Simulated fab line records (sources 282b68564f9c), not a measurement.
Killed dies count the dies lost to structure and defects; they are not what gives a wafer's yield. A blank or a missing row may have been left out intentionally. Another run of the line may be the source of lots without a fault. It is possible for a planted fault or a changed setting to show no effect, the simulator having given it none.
Split-lot experiment :: flow ritCmos :: route with 202 steps; 5 lots, 23 wafers read

== ON THE SPLIT ==
At RIT_SILICIDE_SPUTTER_01 (material Ti, target thk 30 nm, time 240 s), the setting timeS was moved away from the recipe's 240 s on 11 of the 23 wafers read, by -6.0% to +7.9%. The other wafers ran this setting at the recipe's value.

== THE PATH FROM SPLIT TO READING: the file shows 1 step between them ==
- RIT_SILICIDE_RS_MEAS_02: measures by four-point-probe

== THE READING ==
SILICIDE_TI_THK, in nm, at RIT_SILICIDE_THK_MEAS_03 (measures by xrf). Fault-free wafers of this fab line usually give 29.6 nm, standard deviation 0.48 nm.

wafer: L078.1
tool, chamber at the split: pvdSputter-04, -
timeS as run, s: 225.6
against the recipe: -6.0%
SILICIDE_TI_THK, nm: 27.9
against lot-mates on the recipe: -2.2

wafer: L078.2
tool, chamber at the split: pvdSputter-04, -
timeS as run, s: 240
against the recipe: recipe
SILICIDE_TI_THK, nm: 30.0
against lot-mates on the recipe: -

wafer: L078.3
tool, chamber at the split: pvdSputter-04, -
timeS as run, s: 240
against the recipe: recipe
SILICIDE_TI_THK, nm: 30.1
against lot-mates on the recipe: -

wafer: L078.4
tool, chamber at the split: pvdSputter-04, -
timeS as run, s: 225.6
against the recipe: -6.0%
SILICIDE_TI_THK, nm: 28.4
against lot-mates on the recipe: -1.7

wafer: L078.6
tool, chamber at the split: pvdSputter-04, -
timeS as run, s: 225.6
against the recipe: -6.0%
SILICIDE_TI_THK, nm: 28.0
against lot-mates on the recipe: -2.1

wafer: L080.1
tool, chamber at the split: pvdSputter-04, -
timeS as run, s: 257.3
against the recipe: +7.2%
SILICIDE_TI_THK, nm: 31.7
against lot-mates on the recipe: +1.9

wafer: L080.2
tool, chamber at the split: pvdSputter-04, -
timeS as run, s: 240
against the recipe: recipe
SILICIDE_TI_THK, nm: 29.9
against lot-mates on the recipe: -

wafer: L080.3
tool, chamber at the split: pvdSputter-04, -
timeS as run, s: 240
against the recipe: recipe
SILICIDE_TI_THK, nm: 29.6
against lot-mates on the recipe: -

wafer: L080.4
tool, chamber at the split: pvdSputter-04, -
timeS as run, s: 257.3
against the recipe: +7.2%
SILICIDE_TI_THK, nm: 31.9
against lot-mates on the recipe: +2.1

wafer: L080.5
tool, chamber at the split: pvdSputter-04, -
timeS as run, s: 257.3
against the recipe: +7.2%
SILICIDE_TI_THK, nm: 31.8
against lot-mates on the recipe: +2.1

wafer: L081.1
tool, chamber at the split: pvdSputter-01, -
timeS as run, s: 240
against the recipe: recipe
SILICIDE_TI_THK, nm: 28.8
against lot-mates on the recipe: -

wafer: L081.2
tool, chamber at the split: pvdSputter-01, -
timeS as run, s: 226.9
against the recipe: -5.5%
SILICIDE_TI_THK, nm: 26.8
against lot-mates on the recipe: -2.2

wafer: L081.4
tool, chamber at the split: pvdSputter-01, -
timeS as run, s: 226.9
against the recipe: -5.5%
SILICIDE_TI_THK, nm: 27.1
against lot-mates on the recipe: -1.9

wafer: L081.5
tool, chamber at the split: pvdSputter-01, -
timeS as run, s: 240
against the recipe: recipe
SILICIDE_TI_THK, nm: 29.2
against lot-mates on the recipe: -

wafer: L081.6
tool, chamber at the split: pvdSputter-01, -
timeS as run, s: 226.9
against the recipe: -5.5%
SILICIDE_TI_THK, nm: 27.3
against lot-mates on the recipe: -1.7

wafer: L082.1
tool, chamber at the split: pvdSputter-03, -
timeS as run, s: 240
against the recipe: recipe
SILICIDE_TI_THK, nm: 30.5
against lot-mates on the recipe: -

wafer: L082.2
tool, chamber at the split: pvdSputter-03, -
timeS as run, s: 240
against the recipe: recipe
SILICIDE_TI_THK, nm: 30.1
against lot-mates on the recipe: -

wafer: L082.3
tool, chamber at the split: pvdSputter-03, -
timeS as run, s: 259
against the recipe: +7.9%
SILICIDE_TI_THK, nm: 32.5
against lot-mates on the recipe: +2.3

wafer: L082.4
tool, chamber at the split: pvdSputter-03, -
timeS as run, s: 259
against the recipe: +7.9%
SILICIDE_TI_THK, nm: 32.3
against lot-mates on the recipe: +2.1

wafer: L082.5
tool, chamber at the split: pvdSputter-03, -
timeS as run, s: 240
against the recipe: recipe
SILICIDE_TI_THK, nm: 30.0
against lot-mates on the recipe: -

wafer: L085.3
tool, chamber at the split: pvdSputter-01, -
timeS as run, s: 240
against the recipe: recipe
SILICIDE_TI_THK, nm: 29.5
against lot-mates on the recipe: -

wafer: L085.5
tool, chamber at the split: pvdSputter-01, -
timeS as run, s: 240
against the recipe: recipe
SILICIDE_TI_THK, nm: 28.9
against lot-mates on the recipe: -

wafer: L085.6
tool, chamber at the split: pvdSputter-01, -
timeS as run, s: 240
against the recipe: recipe
SILICIDE_TI_THK, nm: 29.0
against lot-mates on the recipe: -

FIT RESULTS
A straight line over all 23 wafers: SILICIDE_TI_THK changes by +0.335 nm for each +1% of timeS; r = +0.95; the points scatter about the line by 0.54 nm.
The same after taking each lot's own level away (the mean of its wafers on the recipe; 23 wafers): +0.305 nm for each +1%; r = +0.99; scatter 0.22 nm.
The reading moves by 2.4 nm for the largest change in timeS, on that fit.
From 29.00 to 30.20 nm: that is the span of the lots' own levels, equal to 2.5 times the standard deviation above.
Consequently the slope shifts little with the lot-to-lot level, the two slopes agreeing.
Check: for one of the wafers moved furthest among these (+7.9%), held out of the fit, the line's prediction against its lot-mates is +2.34 nm. It came out at +2.3 nm against them.

== ADDITIONAL SPLITS CARRIED BY THESE WAFERS ==
Note: prior to the reading, these wafers also went through further splits. Each is held against what the fit with the lots' levels taken away leaves over:
other split on the same wafers: RIT_GATE_CVD_08 pressureMtorr
wafers away from the commonest value: 18
r with SILICIDE_TI_THK (lot level and that fit taken away): +0.06

other split on the same wafers: RIT_GATE_EXPOSE_13 doseMj
wafers away from the commonest value: 10
r with SILICIDE_TI_THK (lot level and that fit taken away): +0.26

other split on the same wafers: RIT_REOX_CLEAN_00 timeS
wafers away from the commonest value: 15
r with SILICIDE_TI_THK (lot level and that fit taken away): +0.07

other split on the same wafers: RIT_NLDD_COAT_01 resistThkNm
wafers away from the commonest value: 6
r with SILICIDE_TI_THK (lot level and that fit taken away): -0.16

other split on the same wafers: RIT_SPACER_CVD_03 sih2cl2FlowSccm
wafers away from the commonest value: 18
r with SILICIDE_TI_THK (lot level and that fit taken away): +0.11

other split on the same wafers: RIT_NSD_IMPLANT_08 energyKev
wafers away from the commonest value: 10
r with SILICIDE_TI_THK (lot level and that fit taken away): -0.12

other split on the same wafers: RIT_SDANNEAL_CLEAN_00 timeS
wafers away from the commonest value: 15
r with SILICIDE_TI_THK (lot level and that fit taken away): +0.09

== THE WHOLE CHAIN: every reading that the file lists as answering this split, in the file's order ==
step: RIT_SILICIDE_SPUTTER_01
what it does: material Ti, target thk 30 nm, time 240 s
reading: Ti_of_SILICIDE_SPUTTER_01.thkNm (the simulator's own value, which no gauge read)
change (the file's fit): +0.305 nm for each +1% of the setting
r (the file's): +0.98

step: RIT_SILICIDE_RS_MEAS_02
what it does: measures by four-point-probe
reading: SILICIDE_TI_RS
change (the file's fit): -0.602 for each +1% of the setting
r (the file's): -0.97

step: RIT_SILICIDE_THK_MEAS_03
what it does: measures by xrf
reading: SILICIDE_TI_THK
change (the file's fit): +0.298 for each +1% of the setting
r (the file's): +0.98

== THE FILE'S OWN FIT ==
SILICIDE_TI_THK changes by +0.298 nm for each +1% of timeS, r = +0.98.
